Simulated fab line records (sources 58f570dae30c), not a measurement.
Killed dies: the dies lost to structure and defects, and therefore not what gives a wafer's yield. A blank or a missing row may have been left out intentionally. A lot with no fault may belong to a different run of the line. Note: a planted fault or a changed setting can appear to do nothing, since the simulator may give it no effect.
A struck lot beside a sound one / flow berkeley-cmos170 / 14 out of 331 route steps
Sound: the wafers L879.2, L879.4, L879.6. Struck: wafers L877.1, L877.5, L877.6. The cause is named last.
Per side, at each step with rows, come the tool, then ch with its chambers, and then its first start. Under that, the readings that differ: sound wafers / struck wafers / difference of the means / sigmas: that difference in standard deviations of wafers without a fault.
alike: words and numbers the same on both sides, and readings whose means are apart by under 2 such deviations; not compared: readings that were withheld, readings missing a value for some wafer, numbers with overlapping values and no deviation given by the record, and bounds like >300 which may hide the same value.
The two part at a step that has a row with sigmas, a row that says differs or no value, or rows on one side only. Numbers that don't overlap but have no deviation are shown without sigmas and don't part them. Lack of a reading on every wafer of one side parts them only where that side has two or more wafers.

UCB170_M1_CD_MEAS_90 targets a cd of 700 nm.
  sound: cd-sem-02 at day 11 11:43; struck: cd-sem-01 at day 10 06:52
  alike: cd-nm
then, 1 step without rows for these wafers: UCB170_M1_ANNEAL_14 (time 1200 s).
UCB170_V1_CVD_00: deposits SiO2 from TEOS/O2, target thk 2000 nm, time 250 s.
  sound on pecvd-04 ch 0,1, day 11 13:08; struck on pecvd-01 ch 0,1, day 10 08:19
  alike: heater-power-w
UCB170_V1_THK_MEAS_01:
  sound: film-metro-03 at day 11 13:19; struck: film-metro-04 at day 10 08:28
  alike: V1_TEOS_THK
UCB170_V1_CMP_02: polishes SiO2.
  sound on cmp-01 ch 1,2,3, day 11 13:22; struck on cmp-01 ch 0,1,2, day 10 08:38
  alike: edge-zone-pressure-frac, motor-current-A, slurry-flow-ml-min
UCB170_V1_BOW_MEAS_03:
  sound: film-metro-04 at day 11 13:41; struck: film-metro-02 at day 10 08:50
  alike: V1_BOW
UCB170_V1_THK_MEAS_04:
  sound: film-metro-04 at day 11 13:47; struck: film-metro-02 at day 10 08:57
reading=V1_POLISHED_THK (nm); sound=1001.4 1000.4 1000.8; struck=999.3 999.0 997.4; difference=-2.3; sigmas=-2
then, 5 steps without rows for these wafers: UCB170_V1_CLEAN_05 (cleans in DIW); UCB170_V1_HMDS_06 (prime time 60 s); UCB170_V1_COAT_07 (resist thk 900 nm); UCB170_V1_SOFTBAKE_08 (time 60 s); UCB170_V1_EXPOSE_09 (exposes mask VIA1, target cd 700 nm).
UCB170_V1_PEB_10:
  sound on litho-track-04 ch 0, day 11 15:28; struck on litho-track-02, day 10 09:53
  no value came back on the struck wafers for chill-plate-temp-C (C), exhaust-pa (Pa); on the sound wafers chill-plate-temp-C (C) reads 23.05 23.08 22.98
then, 1 step without rows for these wafers: UCB170_V1_DEVELOP_11 (develop time 45 s).

## WHERE THEY PART
Earliest at UCB170_V1_THK_MEAS_04; latest, in this record, at UCB170_V1_PEB_10.

WHY: what had been put in by the simulator
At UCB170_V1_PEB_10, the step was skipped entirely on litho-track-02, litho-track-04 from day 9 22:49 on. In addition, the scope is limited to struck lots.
